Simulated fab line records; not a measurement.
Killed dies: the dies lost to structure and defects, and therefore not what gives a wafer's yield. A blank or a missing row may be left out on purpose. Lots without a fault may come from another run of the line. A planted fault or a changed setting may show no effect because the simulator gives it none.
fab line records	flow rit_cmos
[record] lots = 6	wafers = 18	last_day = 8
route steps=202 shown PRETRO@67 GATE@75 FOX2@80 REOX@98 NLDD@103 SILICIDE@161 M1@202
lots untouched by any fault: they come from a run of this same line in which no faults occurred
start_h: hours from the record's opening day to when the first of the lot's shown wafers began	wait_h: hours since the lot's step before	" as in the row above	L1.1+2: several wafers, shown together as one row	- value missing, or start not given	* or withheld: withheld	< > ~ a bound
route shown NAME@n: names a module that has steps shown in the file, with the first one's number in the route	usual: average and standard deviation across the fault-free wafers	same: alike in all rows	chamber/n: place in a boat	sites: per-site readings	_std_site: the standard deviation of these	_edge_site: outer sites' mean less inner sites'	radius_mm: how far each site lies from the wafer's centre	mask NAME#n: copy n	behind: the last tool/chamber to shape the wafer	hold: why the lot was held/for how many hours/how that ended	device: which transistor (n, p or np) failed to switch	end of line: the tests these same wafers got at the end of their route	a step given without rows: its recipe and nothing more	killed: dies lost to structure and defects at the first sort, not the wafer's yield	map: per-die view of a wafer (x killed, . not killed, _ where there is no die)
set.NAME: setting as actually run; set.NAME@STEP: the setting as run at that earlier step	model.NAME: the simulator's own value behind a step, which no gauge read
certain route steps with their lots: each step a table, each wafer a row
services: a tool's chamber out of use, with start hour (start_h, from the record's first day; less than 0 if before it), hours out, and reason
[[steps]]
[step RIT_PRETRO_EXPOSE_03]
[recipe] mask_id = M5	na = 0.57	target_cd_nm = 43700	dose_mj = 250
[step RIT_PRETRO_PEB_04]
[recipe] resist = NOVOLAK	temp_c = withheld	time_s = withheld
[step RIT_PRETRO_DEVELOP_05]
[recipe] resist = NOVOLAK	develop_time_s = 68	dev_temp_c = 23
[step RIT_PRETRO_OVL_MEAS_06]
[usual] PRETRO_OVL = -0.3/1.3
lot.wafer	tool	chamber	start_h	wait_h	PRETRO_OVL[nm]
L472.2	overlay-01	-	61.21	-	-1.0
L472.4	"	-	"	"	-0.9
L472.6	"	-	"	"	-0.7
L482.1	overlay-01	-	112.77	-	-0.3
L482.4	"	-	"	"	1.3
L482.5	"	-	"	"	1.0
L486.1	overlay-02	-	130.98	-	0.0
L486.3	"	-	"	"	-0.3
L486.4	"	-	"	"	-1.0
L487.3	overlay-02	-	136.38	-	-2.0
L487.4	"	-	"	"	-0.7
L487.5	"	-	"	"	-1.9
L489.1	overlay-02	-	152.13	-	0.3
L489.4	"	-	"	"	-1.7
L489.6	"	-	"	"	-0.9
L490.1	overlay-01	-	160.85	-	-0.5
L490.4	"	-	"	"	-2.1
L490.6	"	-	"	"	-1.4
[step RIT_PRETRO_HARDBAKE_07]
[recipe] resist = NOVOLAK	temp_c = 140	time_s = 120
[step RIT_PRETRO_IMPLANT_08]
[recipe] species = B	energy_kev = 45	dose_cm2 = 1.216e+13	tilt_deg = 7
[step RIT_PRETRO_STRIP_09]
[recipe] chemistry = O2	time_s = 180	resist = NOVOLAK	platen_temp_c = withheld	power_w = 500	pressure_mtorr = 4000	o2_flow_sccm = 4000
[usual] drypump_motor_current_A = 5.7/0.58
lot.wafer	tool	chamber	start_h	wait_h	drypump_motor_current_A	rf_hours_counter_h
L472.2	plasma_asher-02	1	61.64	0.1	6.2	39
L472.4	"	1	"	"	6.1	-
L472.6	"	1	"	"	6.1	-
L482.1	plasma_asher-04	1	113.21	0.1	6.1	50
L482.4	"	1	"	"	6.2	-
L482.5	"	1	"	"	6.2	-
L486.1	plasma_asher-01	1	131.42	0.1	6.4	47
L486.3	"	0	"	"	5.0	-
L486.4	"	1	"	"	6.4	-
L487.3	plasma_asher-01	1	136.86	0.1	6.4	-
L487.4	"	0	"	"	5.1	-
L487.5	"	1	"	"	6.4	-
L489.1	plasma_asher-04	0	152.56	0.1	5.1	54
L489.4	"	0	"	"	5.1	-
L489.6	"	0	"	"	5.1	-
L490.1	plasma_asher-01	0	161.28	0.1	5.0	50
L490.4	"	0	"	"	5.1	-
L490.6	"	0	"	"	5.1	-
[step RIT_PRETRO_TW_MEAS_10]
[usual] PRETRO_TW = 482.6/2.9
lot.wafer	tool	chamber	start_h	wait_h	PRETRO_TW
L472.2	film_metro-03	-	61.82	0.1	486.0
L472.4	"	-	"	"	483.1
L472.6	"	-	"	"	486.5
L482.1	film_metro-04	-	113.38	0.1	482.9
L482.4	"	-	"	"	482.2
L482.5	"	-	"	"	481.8
L486.1	film_metro-03	-	131.59	0.1	478.7
L486.3	"	-	"	"	477.9
L486.4	"	-	"	"	482.3
L487.3	film_metro-04	-	137.00	0.1	483.0
L487.4	"	-	"	"	484.2
L487.5	"	-	"	"	484.1
L489.1	film_metro-03	-	152.74	0.1	481.0
L489.4	"	-	"	"	480.7
L489.6	"	-	"	"	482.1
L490.1	film_metro-04	-	161.46	0.1	480.2
L490.4	"	-	"	"	482.0
L490.6	"	-	"	"	482.3
[step RIT_GATE_WET_ETCH_00]
[recipe] chemistry = BOE	target = SiO2	target_depth_nm = 56	time_s = 60	dry = n2_spin	dilution = 10:1	temp_c = 21.5
[step RIT_GATE_CLEAN_01]
[recipe] chemistry = SC1	mix = 3:3:50	time_s = 600	temp_c = 75
[step RIT_GATE_CLEAN_02]
[recipe] chemistry = dHF	dilution = 50:1	time_s = 30
[step RIT_GATE_CLEAN_03]
[recipe] chemistry = SC2	mix = 3:3:50	time_s = 600	temp_c = 75	dry = n2_spin
[step RIT_GATE_CLEAN_04]
[recipe] chemistry = dHF	dilution = 50:1	time_s = 60	dry = n2_spin
[usual] run_length_s = 86.5/2.2
lot.wafer	tool	chamber	start_h	wait_h	run_length_s	model.SiO2_of_FOX2_OXIDATION_00.thk_nm
L472.2	wet_bench-01	2	62.28	0.0	84.3	266.5
L472.4	"	2	"	"	84.3	258.7
L472.6	"	2	"	"	84.3	261.3
L482.1	wet_bench-02	3	113.83	0.0	87.8	260.6
L482.4	"	3	"	"	87.8	261.4
L482.5	"	3	"	"	87.8	256.5
L486.1	wet_bench-02	0	132.04	0.0	325.8	229.2
L486.3	"	0	"	"	325.8	226.4
L486.4	"	0	"	"	325.8	231.8
L487.3	wet_bench-02	3	137.45	0.0	328.3	233.5
L487.4	"	3	"	"	328.3	233.1
L487.5	"	3	"	"	328.3	240.4
L489.1	wet_bench-03	0	153.19	0.0	85.9	253.1
L489.4	"	0	"	"	85.9	257.1
L489.6	"	0	"	"	85.9	252.9
L490.1	wet_bench-01	0	161.95	0.0	87.2	256.2
L490.4	"	0	"	"	87.2	253
L490.6	"	0	"	"	87.2	255.4
[step RIT_FOX2_THK_MEAS_91]
[recipe] reads = SiO2_of_FOX2_OXIDATION_00
[usual] FIELD_OXIDE_LEFT_2_THK = 257/6.4
lot.wafer	tool	chamber	start_h	wait_h	FIELD_OXIDE_LEFT_2_THK[nm]
L472.2	film_metro-03	-	62.31	0.0	267
L472.4	"	-	"	"	259
L472.6	"	-	"	"	261
L482.1	film_metro-01	-	113.86	0.0	261
L482.4	"	-	"	"	261
L482.5	"	-	"	"	257
L486.1	film_metro-01	-	132.07	-	229
L486.3	"	-	"	"	226
L486.4	"	-	"	"	232
L487.3	film_metro-01	-	137.49	-	234
L487.4	"	-	"	"	233
L487.5	"	-	"	"	240
L489.1	film_metro-01	-	153.21	0.0	253
L489.4	"	-	"	"	257
L489.6	"	-	"	"	253
L490.1	film_metro-03	-	161.97	0.0	256
L490.4	"	-	"	"	253
L490.6	"	-	"	"	255
[step RIT_GATE_OXIDATION_05]
[recipe] temp_c = 893.1	ambient = O2	target_thk_a = 30	ox_time_s = 270
[step RIT_GATE_ANNEAL_06]
[recipe] temp_c = 900	time_s = 600	ambient = N2O
[step RIT_GATE_THK_MEAS_07]
[recipe] reads = SiO2_of_GATE_OXIDATION_05
[usual] GATE_OXIDE_THK = 2.77/0.053
lot.wafer	tool	chamber	start_h	wait_h	GATE_OXIDE_THK[nm]
L472.2	film_metro-01	-	68.09	0.0	2.81
L472.4	"	-	"	"	2.79
L472.6	"	-	"	"	2.84
L482.1	film_metro-04	-	117.34	0.0	2.76
L482.4	"	-	"	"	2.78
L482.5	"	-	"	"	2.77
L486.1	film_metro-04	-	140.70	0.0	2.70
L486.3	"	-	"	"	2.72
L486.4	"	-	"	"	2.71
L487.3	film_metro-01	-	144.27	0.0	2.76
L487.4	"	-	"	"	2.84
L487.5	"	-	"	"	2.79
L489.1	film_metro-04	-	160.22	0.0	2.74
L489.4	"	-	"	"	2.70
L489.6	"	-	"	"	2.75
L490.1	film_metro-04	-	170.17	0.0	2.77
L490.4	"	-	"	"	2.74
L490.6	"	-	"	"	2.68
[step RIT_GATE_CVD_08]
[recipe] material = poly-Si	target_thk_nm = 250	temp_c = 610	precursor = SiH4	time_s = 2220	pressure_mtorr = 300	sih4_flow_sccm = 100
[step RIT_GATE_THK_MEAS_09]
[recipe] reads = poly-Si_of_GATE_CVD_08
[usual] GATE_POLY_THK = 249.9/2.2
lot.wafer	tool	chamber	start_h	wait_h	GATE_POLY_THK[nm]
L472.2	film_metro-01	-	70.58	0.0	248.6
L472.4	"	-	"	"	246.9
L472.6	"	-	"	"	247.6
L482.1	film_metro-04	-	121.94	0.0	251.2
L482.4	"	-	"	"	250.1
L482.5	"	-	"	"	250.3
L486.1	film_metro-04	-	144.76	0.0	248.6
L486.3	"	-	"	"	254.1
L486.4	"	-	"	"	251.4
L487.3	film_metro-01	-	147.20	0.0	253.5
L487.4	"	-	"	"	252.0
L487.5	"	-	"	"	252.5
L489.1	film_metro-01	-	161.90	0.0	248.3
L489.4	"	-	"	"	248.7
L489.6	"	-	"	"	250.3
L490.1	film_metro-03	-	172.65	0.0	246.8
L490.4	"	-	"	"	248.6
L490.6	"	-	"	"	246.4
[step RIT_GATE_HMDS_10]
[recipe] prime_time_s = 60	prime_temp_c = 140
[step RIT_GATE_COAT_11]
[recipe] resist = NOVOLAK	spin_rpm = 4250	resist_thk_nm = 850
[step RIT_GATE_SOFTBAKE_12]
[recipe] resist = NOVOLAK	temp_c = 90	time_s = 60
[step RIT_GATE_EXPOSE_13]
[recipe] mask_id = M6	na = 0.6	source_shape = conventional	sigma_outer = 0.6	target_cd_nm = 150	dose_mj = 380
[step RIT_GATE_PEB_14]
[recipe] resist = NOVOLAK	temp_c = withheld	time_s = withheld
[step RIT_GATE_DEVELOP_15]
[recipe] resist = NOVOLAK	develop_time_s = 50	dev_temp_c = 23
[step RIT_GATE_CD_MEAS_16]
[recipe] target_cd_nm = 150
[usual] cd_nm = 149.4/1.9
lot.wafer	tool	chamber	start_h	wait_h	cd_nm
L472.2	cd_sem-02	-	71.50	-	150.1
L472.4	"	-	"	"	148.7
L472.6	"	-	"	"	148.3
L482.1	cd_sem-01	-	122.86	-	150.7
L482.4	"	-	"	"	150.5
L482.5	"	-	"	"	151.3
L486.1	cd_sem-01	-	145.67	-	148.8
L486.3	"	-	"	"	146.2
L486.4	"	-	"	"	147.0
L487.3	cd_sem-01	-	148.13	-	147.2
L487.4	"	-	"	"	146.7
L487.5	"	-	"	"	151.1
L489.1	cd_sem-01	-	162.93	-	150.0
L489.4	"	-	"	"	148.0
L489.6	"	-	"	"	150.5
L490.1	cd_sem-01	-	173.69	-	148.8
L490.4	"	-	"	"	149.4
L490.6	"	-	"	"	149.6
[step RIT_GATE_OVL_MEAS_17]
[usual] GATE_OVL = -0.2/1.3
lot.wafer	tool	chamber	start_h	wait_h	GATE_OVL[nm]
L472.2	overlay-02	-	71.61	0.1	-0.2
L472.4	"	-	"	"	1.8
L472.6	"	-	"	"	1.2
L482.1	overlay-02	-	122.98	0.1	1.0
L482.4	"	-	"	"	0.7
L482.5	"	-	"	"	1.6
L486.1	overlay-02	-	145.79	0.1	0.0
L486.3	"	-	"	"	1.0
L486.4	"	-	"	"	0.3
L487.3	overlay-01	-	148.22	0.1	0.8
L487.4	"	-	"	"	0.3
L487.5	"	-	"	"	-1.1
L489.1	overlay-01	-	163.05	0.1	-2.1
L489.4	"	-	"	"	-1.7
L489.6	"	-	"	"	-1.3
L490.1	overlay-02	-	173.81	0.1	-1.6
L490.4	"	-	"	"	-0.9
L490.6	"	-	"	"	-1.1
[step RIT_GATE_HARDBAKE_18]
[recipe] resist = NOVOLAK	temp_c = 140	time_s = 60
[step RIT_GATE_ETCH_19]
[recipe] chemistry = SF6/CHF3/O2	time_s = 165	SF6_flow_sccm = 30	CHF3_flow_sccm = 30	O2_flow_sccm = 5	target = poly-Si	pressure_mtorr = 40	rf_w = 166.1	target_depth_a = 3125	over_etch_frac = 0.25	stop_on = SiO2
[usual] drypump_motor_current_A = 5.8/0.49	oes_product_au = 0.849/0.011	throttle_valve_pct = 10.20/0.1
lot.wafer	tool	chamber	start_h	wait_h	drypump_motor_current_A	oes_product_au	rf_hours_counter_h	throttle_valve_pct
L472.2	rie_si-01	0	71.79	0.1	6.4	0.841	0	10.46
L472.4	"	2	"	"	5.6	0.845	157	10.10
L472.6	"	0	"	"	6.4	0.832	-	10.46
L482.1	rie_si-01	0	123.17	0.1	6.4	0.839	1	10.46
L482.4	"	1	"	"	5.7	0.849	3	10.22
L482.5	"	2	"	"	5.6	0.838	-	10.11
L486.1	rie_si-01	2	145.97	0.1	5.6	0.845	0	10.10
L486.3	"	3	"	"	5.5	0.868	2	10.14
L486.4	"	0	"	"	6.3	0.844	1	10.48
L487.3	rie_si-02	0	148.40	0.1	5.2	0.863	87	10.20
L487.4	"	0	"	"	5.2	0.854	-	10.21
L487.5	"	2	"	"	6.2	0.863	-	10.17
L489.1	rie_si-02	3	163.24	0.1	5.0	0.834	95	10.20
L489.4	"	2	"	"	6.2	0.866	89	10.17
L489.6	"	2	"	"	6.2	0.868	-	10.14
L490.1	rie_si-01	3	174.00	0.1	5.5	0.844	2	10.14
L490.4	"	2	"	"	5.6	0.840	-	10.11
L490.6	"	0	"	"	6.3	0.828	-	10.46
[step RIT_GATE_STRIP_20]
[recipe] chemistry = O2	time_s = 180	resist = NOVOLAK	platen_temp_c = withheld	power_w = 500	pressure_mtorr = 4000	o2_flow_sccm = 4000
[usual] drypump_motor_current_A = 5.9/0.4
lot.wafer	tool	chamber	start_h	wait_h	drypump_motor_current_A	rf_hours_counter_h
L472.2	plasma_asher-02	1	71.89	0.1	6.2	40
L472.4	"	0	"	"	6.1	-
L472.6	"	0	"	"	6.1	-
L482.1	plasma_asher-04	0	123.27	0.1	5.1	51
L482.4	"	0	"	"	5.1	-
L482.5	"	1	"	"	6.2	-
L486.1	plasma_asher-04	0	146.08	0.1	5.1	53
L486.3	"	0	"	"	5.1	-
L486.4	"	1	"	"	6.2	-
L487.3	plasma_asher-02	1	148.56	0.1	6.1	-
L487.4	"	0	"	"	6.1	-
L487.5	"	1	"	"	6.1	-
L489.1	plasma_asher-03	1	163.35	0.1	5.4	37
L489.4	"	1	"	"	5.4	-
L489.6	"	0	"	"	6.2	-
L490.1	plasma_asher-04	0	174.10	0.1	5.1	56
L490.4	"	1	"	"	6.2	-
L490.6	"	1	"	"	6.2	-
[step RIT_GATE_CD_MEAS_90]
[recipe] target_cd_nm = 150
[usual] cd_nm = 149.3/1.8
lot.wafer	tool	chamber	start_h	wait_h	cd_nm
L472.2	cd_sem-02	-	72.09	0.1	150.0
L472.4	"	-	"	"	148.8
L472.6	"	-	"	"	147.9
L482.1	cd_sem-01	-	123.45	0.1	150.0
L482.4	"	-	"	"	150.7
L482.5	"	-	"	"	151.1
L486.1	cd_sem-02	-	146.26	0.1	148.0
L486.3	"	-	"	"	146.9
L486.4	"	-	"	"	147.0
L487.3	cd_sem-01	-	148.72	0.1	146.9
L487.4	"	-	"	"	146.7
L487.5	"	-	"	"	150.7
L489.1	cd_sem-01	-	163.52	0.1	150.1
L489.4	"	-	"	"	148.1
L489.6	"	-	"	"	150.3
L490.1	cd_sem-02	-	174.28	0.1	148.3
L490.4	"	-	"	"	149.4
L490.6	"	-	"	"	149.4
[step RIT_REOX_CLEAN_00]
[recipe] chemistry = SC1	mix = 3:3:50	time_s = 600	temp_c = 75
[step RIT_REOX_CLEAN_01]
[recipe] chemistry = dHF	dilution = 50:1	time_s = 30
[step RIT_REOX_CLEAN_02]
[recipe] chemistry = SC2	mix = 3:3:50	time_s = 600	temp_c = 75	dry = n2_spin
[step RIT_REOX_OXIDATION_03]
[recipe] temp_c = 900	ambient = O2	target_thk_a = 252	ox_time_s = 5580
[step RIT_REOX_THK_MEAS_04]
[recipe] reads = SiO2_of_REOX_OXIDATION_03
[usual] REOX_OXIDE_THK = 25.2/0.46
lot.wafer	tool	chamber	start_h	wait_h	REOX_OXIDE_THK[nm]
L472.2	film_metro-02	-	75.96	0.0	25.1
L472.4	"	-	"	"	24.8
L472.6	"	-	"	"	24.9
L482.1	film_metro-04	-	126.54	0.0	25.1
L482.4	"	-	"	"	25.5
L482.5	"	-	"	"	25.6
L486.1	film_metro-02	-	151.88	0.0	24.5
L486.3	"	-	"	"	24.7
L486.4	"	-	"	"	24.5
L487.3	film_metro-01	-	151.90	0.0	24.9
L487.4	"	-	"	"	24.8
L487.5	"	-	"	"	24.6
L489.1	film_metro-01	-	168.61	0.0	24.1
L489.4	"	-	"	"	24.1
L489.6	"	-	"	"	24.5
L490.1	film_metro-01	-	178.90	0.0	25.8
L490.4	"	-	"	"	25.6
L490.6	"	-	"	"	25.6
[step RIT_NLDD_HMDS_00]
[recipe] prime_time_s = 60	prime_temp_c = 140
[step RIT_NLDD_COAT_01]
[recipe] resist = NOVOLAK	spin_rpm = 3250	resist_thk_nm = 1000
[step RIT_NLDD_SOFTBAKE_02]
[recipe] resist = NOVOLAK	temp_c = 90	time_s = 60
[step RIT_NLDD_EXPOSE_03]
[recipe] mask_id = M7	na = 0.57	target_cd_nm = 40700	dose_mj = 250
[step RIT_NLDD_PEB_04]
[recipe] resist = NOVOLAK	temp_c = withheld	time_s = withheld
[step RIT_NLDD_DEVELOP_05]
[recipe] resist = NOVOLAK	develop_time_s = 50	dev_temp_c = 23
[step RIT_SILICIDE_WET_ETCH_00]
[recipe] chemistry = BOE	target = SiO2	target_depth_nm = 14	time_s = 15	dry = n2_spin	dilution = 10:1	temp_c = 21.5
lot.wafer	tool	chamber	start_h	wait_h	model.SiO2_of_FOX2_OXIDATION_00.thk_nm
L472.2	wet_bench-01	3	86.70	0.1	160.7
L472.4	"	3	"	"	152.4
L472.6	"	3	"	"	155.6
L482.1	wet_bench-01	0	143.41	0.1	155.2
L482.4	"	0	"	"	155.5
L482.5	"	0	"	"	150.8
L486.1	wet_bench-03	3	162.97	0.1	123.1
L486.3	"	3	"	"	121.1
L486.4	"	3	"	"	126.7
L487.3	wet_bench-02	0	163.21	0.1	128.6
L487.4	"	0	"	"	128.2
L487.5	"	0	"	"	134.9
L489.1	wet_bench-03	0	177.90	0.1	148.7
L489.4	"	0	"	"	152.8
L489.6	"	0	"	"	148.5
L490.1	wet_bench-02	0	189.91	0.1	150.3
L490.4	"	0	"	"	146.9
L490.6	"	0	"	"	150
[step RIT_M1_PROBE_99]
[usual] killed_at_front_end = 7/3.1	killed_dies = 7/3.1	killed_open = 3.6/2.2	killed_short = 3.4/2.1
[same] gross_dies = 264	killed_at_M0_to_M3 = 0	killed_at_M4_up = 0	killed_at_back_side = 0	killed_at_contacts = 0	killed_at_other = 0
lot.wafer	tool	chamber	start_h	wait_h	killed_at_front_end	killed_dies	killed_open	killed_short
L486.1	prober-01	-	170.01	0.1	8	8	3	5
L486.4	prober-01	-	170.16	0.2	7	7	6	1
L487.3	prober-02	-	171.61	0.2	6	6	2	4
L487.5	prober-02	-	171.71	0.2	13	13	6	7
// killed by level:class
L486.1 REOX:geometric_particle:short=4 GATE:geometric_particle:open=2 GATE:geometric_particle:short=1 REOX:geometric_particle:open=1
L486.4 GATE:geometric_particle:open=4 REOX:geometric_particle:open=1 REOX:geometric_particle:short=1 SILICIDE:geometric_particle:open=1
L487.3 GATE:geometric_particle:short=3 FOX2:geometric_particle:short=1 GATE:geometric_particle:open=1 SPACER:geometric_particle:open=1
L487.5 GATE:geometric_particle:open=6 GATE:geometric_particle:short=4 FOX1:geometric_particle:short=2 SPACER:geometric_particle:short=1
[[services]]
tool	chamber	start_h	hours	kind
plasma_asher-01	-	38.09	5.4	repair
plasma_asher-02	-	68.80	1.6	repair
rie_si-01	2	80.18	-	clean
rie_si-01	2	80.18	22.9	scheduled_down
rie_si-01	2	80.18	22.9	vent_cycle
rie_si-01	-	87.12	2.8	pm
plasma_asher-01	-	100.24	14.6	pm
plasma_asher-03	-	103.58	2.8	pm
plasma_asher-02	-	108.75	9.0	pm
plasma_asher-02	0	108.75	9.0	vent_cycle
plasma_asher-02	1	108.75	9.0	vent_cycle
plasma_asher-02	0	117.75	-	clean
plasma_asher-02	1	117.75	-	clean
rie_si-02	1	145.58	6.2	repair
rie_si-01	-	167.33	1.2	repair
rie_si-01	1	171.60	3.9	repair
rie_si-01	0	184.66	7.1	repair
rie_si-02	-	188.03	0.3	repair
[[key]]
[first_sign] step = RIT_GATE_CLEAN_04	reading = run_length_s	direction = up	sigmas = 99+	usual = *	struck = *
[effect] step = RIT_FOX2_THK_MEAS_91	reading = FIELD_OXIDE_LEFT_2_THK	direction = down	sigmas = 3.9	usual = 257	struck = 232
[model_effect] step = RIT_GATE_CLEAN_04	value = SiO2_of_FOX2_OXIDATION_00.thk_nm	without = 259.2	struck = 232.4
[model_effect] step = RIT_SILICIDE_WET_ETCH_00	value = SiO2_of_FOX2_OXIDATION_00.thk_nm	without = 153.9	struck = 127.1
met_at RIT_GATE_CLEAN_04
struck_wafers L486.1,L486.3,L486.4,L487.3,L487.4,L487.5
tester_left_out L486,L487
onset_between 113.83 132.04
[fault] kind = process_parameter_drift	tool = wet_bench-02	chamber = -	onset_h = 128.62	steps = RIT_GATE_CLEAN_04	channel = time_s	offset = *	shape = step	end_h = 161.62	acts_in = *	stated = *
// tester_left_out: of these lots the tester's yield and bins aren't shown, on N5 and GAA mostly nor the transistor test; their killed dies are dies lost to structure and defects alone, not to doping, threshold or leakage, so they don't give the yield
